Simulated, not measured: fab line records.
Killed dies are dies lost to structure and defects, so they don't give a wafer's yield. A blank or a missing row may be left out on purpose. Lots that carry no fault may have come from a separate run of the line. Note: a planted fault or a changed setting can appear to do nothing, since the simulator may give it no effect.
2 desks, one fault :: flow berkeley_cmos170 :: what lay behind the numbers comes last; until then each desk has only its own

AT THE TOOL OWNER'S DESK: rie_diel-02
The tool's own readings at UCB170_CONTACT_ETCH_18 (etches PSG in CHF3/CF4/Ar, stops on TiSi2, target depth 840 nm, time 195 s): means of the sampled wafers that have a number, for each lot that ran on this tool. If a lot's mean is further than 4 standard deviations from the usual mean, the lot is out of limits and carries the mark OUT (the distance appears in the brackets).
Columns: A = drypump_motor_current_A at UCB170_CONTACT_ETCH_18, usual 5.8 A; B = oes_product_au at UCB170_CONTACT_ETCH_18, usual 0.892 a.u.; C = throttle_valve_pct at UCB170_CONTACT_ETCH_18, usual 6.87 %
lot: L450
first seen here: day 9 04:00
A: 6.1
B: 0.891
C: 6.90

lot: L455
first seen here: day 10 05:00
A: 5.9
B: 0.693 (-13) OUT
C: 6.90

lot: L460
first seen here: day 11 06:00
A: 6.0
B: 0.696 (-13) OUT
C: 6.85
This desk finds L455, L460 out of limits, L455 being first, at day 10 05:00 (oes_product_au at UCB170_CONTACT_ETCH_18). Within limits: L450.

METROLOGY DESK
Lot by lot, what the gauges showed, no matter which tool ran the lot: averages of those sampled wafers that carry a number. If a lot's mean is further than 4 standard deviations from the usual mean, the lot is out of limits and carries the mark OUT (the distance appears in the brackets).
Columns: A = cd_nm at UCB170_CONTACT_CD_MEAS_15, usual 699.5 nm; B = CONTACT_OVL at UCB170_CONTACT_OVL_MEAS_16, usual -3 nm
lot: L442
first seen here: day 7 21:30
A: 697.6
B: -3

lot: L450
first seen here: day 9 04:15
A: 698.1
B: -6

lot: L452
first seen here: day 9 20:50
A: 699.3
B: -1

lot: L455
first seen here: day 10 05:16
A: 698.4
B: -4

lot: L459
first seen here: day 11 06:08
A: 698.9
B: -1

lot: L460
first seen here: day 11 06:23
A: 697.6
B: -9
This desk's verdict: no lot among the 6 shows anything out of limits.

PUT TOGETHER
The tool owner's desk had the chance to raise an alarm at day 10 05:00 on L455, L460.
Nothing out of limits was seen by the metrology desk.
The metrology desk holds a record of L455, L460, inside its limits.
Of the lots named, all ran UCB170_CONTACT_ETCH_18 on rie_diel-02.

WHAT THE SIMULATOR HAD INSERTED
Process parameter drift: rie_diel-02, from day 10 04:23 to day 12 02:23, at UCB170_CONTACT_ETCH_18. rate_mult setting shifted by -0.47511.
Shown lots that were struck: L455, L460.
Delay in hours, fault start to first out-of-limits reading, by desk: the tool owner's desk at 1.
